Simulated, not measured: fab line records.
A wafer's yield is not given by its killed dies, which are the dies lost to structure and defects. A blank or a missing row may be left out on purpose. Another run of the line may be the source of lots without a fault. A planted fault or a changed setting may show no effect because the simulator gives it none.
Struck lot and sound lot, side by side -- flow rit-cmos -- 16 out of 202 route steps
Sound: the wafers L989.1, L989.3, L989.6. Struck: wafers L984.2, L984.5, L984.6. Last of all comes the cause.
At each step with rows: each side's tool, then ch and its chambers, then its first start. Under that, the readings that differ: sound wafers -- struck wafers -- difference of the means -- sigmas: that difference in standard deviations of wafers without a fault.
alike: readings with means less than 2 such deviations apart, plus words and numbers identical on both sides. not compared: withheld readings, readings lacking a value on some wafer, bounds such as >300 that could conceal the same value, and numbers that have no deviation in the record and whose values overlap.
Wherever a step has rows on one side only, a row that says differs or no value, or a row with sigmas, the two part there. When numbers do not overlap yet have no deviation, they are printed without sigmas and do not part them. A reading missing from all wafers of one side parts the sides only when that side holds two or more wafers.

first, 1 step without rows for these wafers: RIT_PSD_IMPLANT_08.
RIT_PSD_STRIP_09: strips in O2, time 180 s.
  sound on plasma-asher-03 ch 0,1, day 6 19:41; struck on plasma-asher-03 ch 0,1, day 6 00:52
  alike: drypump-motor-current-A, rf-refl-power-W
  not compared: rf-hours-counter-h
RIT_PSD_TW_MEAS_10:
  struck on film-metro-02, day 6 01:03; sound on film-metro-02, day 6 19:51
  alike: PSD_TW
then, 3 steps without rows for these wafers: RIT_SDANNEAL_CLEAN_00 (cleans in SC1, time 600 s); RIT_SDANNEAL_CLEAN_01 (cleans in dHF, time 30 s); RIT_SDANNEAL_CLEAN_02 (cleans in SC2, time 600 s).
RIT_SDANNEAL_RTA_03: time 5 s.
  sound on rtp-anneal-01 ch 0, day 6 20:17; struck on rtp-anneal-01 ch 0, day 6 01:28
  alike: wafer_temp_C_max
RIT_SDANNEAL_RS_MEAS_04: measurement is done with a four-point probe.
  struck on film-metro-02, day 6 01:32; sound on film-metro-02, day 6 20:20
  alike: PSD_RS
RIT_SDANNEAL_RS_MEAS_05: measurement is done with a four-point probe.
  struck on film-metro-02, day 6 01:40; sound on film-metro-02, day 6 20:28
  alike: NSD_RS
RIT_SDANNEAL_RS_MEAS_06: measurement is done with a four-point probe.
  struck on film-metro-02, day 6 01:47; sound on film-metro-02, day 6 20:35
  alike: PLDD_RS
RIT_SDANNEAL_RS_MEAS_07: measurement is done with a four-point probe.
  struck on film-metro-02, day 6 01:54; sound on film-metro-02, day 6 20:42
  alike: NLDD_RS
then, 1 step without rows for these wafers: RIT_SILICIDE_WET_ETCH_00 (etches SiO2 in BOE, target depth 14 nm, time 15 s).
RIT_SILICIDE_SPUTTER_01: material Ti, target thk 30 nm, time 240 s.
  struck on pvd-sputter-03, day 6 02:01; sound on pvd-sputter-04, day 6 20:50
  no value came back on the struck wafers for cathode-dc-power-W (W), chamber-pressure-pa (Pa), substrate-temp-c (C), throttle-valve-pct (%); on the sound wafers cathode-dc-power-W (W) reads 350.00 350.12 349.94
RIT_SILICIDE_RS_MEAS_02: measurement is done with a four-point probe.
  struck on film-metro-03, day 6 02:11; sound on film-metro-04, day 6 20:59
reading,sound,struck,difference,sigmas
SILICIDE_TI_RS (ohm/sq),48.6 47.9 48.2,- - -,no value on the struck wafers,
RIT_SILICIDE_THK_MEAS_03: measures by xrf.
  struck on film-metro-03, day 6 02:17; sound on film-metro-04, day 6 21:06
reading,sound,struck,difference,sigmas
SILICIDE_TI_THK (nm),29.2 29.5 29.5,<0.0 <0.0 <0.0,differs,
RIT_SILICIDE_RTA_04: time 10 s, ramp up 5 s, ramp down 5 s.
  sound on rtp-anneal-02 ch 0, day 6 21:10; struck on rtp-anneal-02 ch 0, day 6 02:22
  alike: wafer_temp_C_max

WHERE THEY PART
Last at RIT_SILICIDE_THK_MEAS_03 as far as this record goes, first at RIT_SILICIDE_SPUTTER_01. Later steps at which nothing parts them and some readings are alike: RIT_SILICIDE_RTA_04.

WHY: what the simulator had put in
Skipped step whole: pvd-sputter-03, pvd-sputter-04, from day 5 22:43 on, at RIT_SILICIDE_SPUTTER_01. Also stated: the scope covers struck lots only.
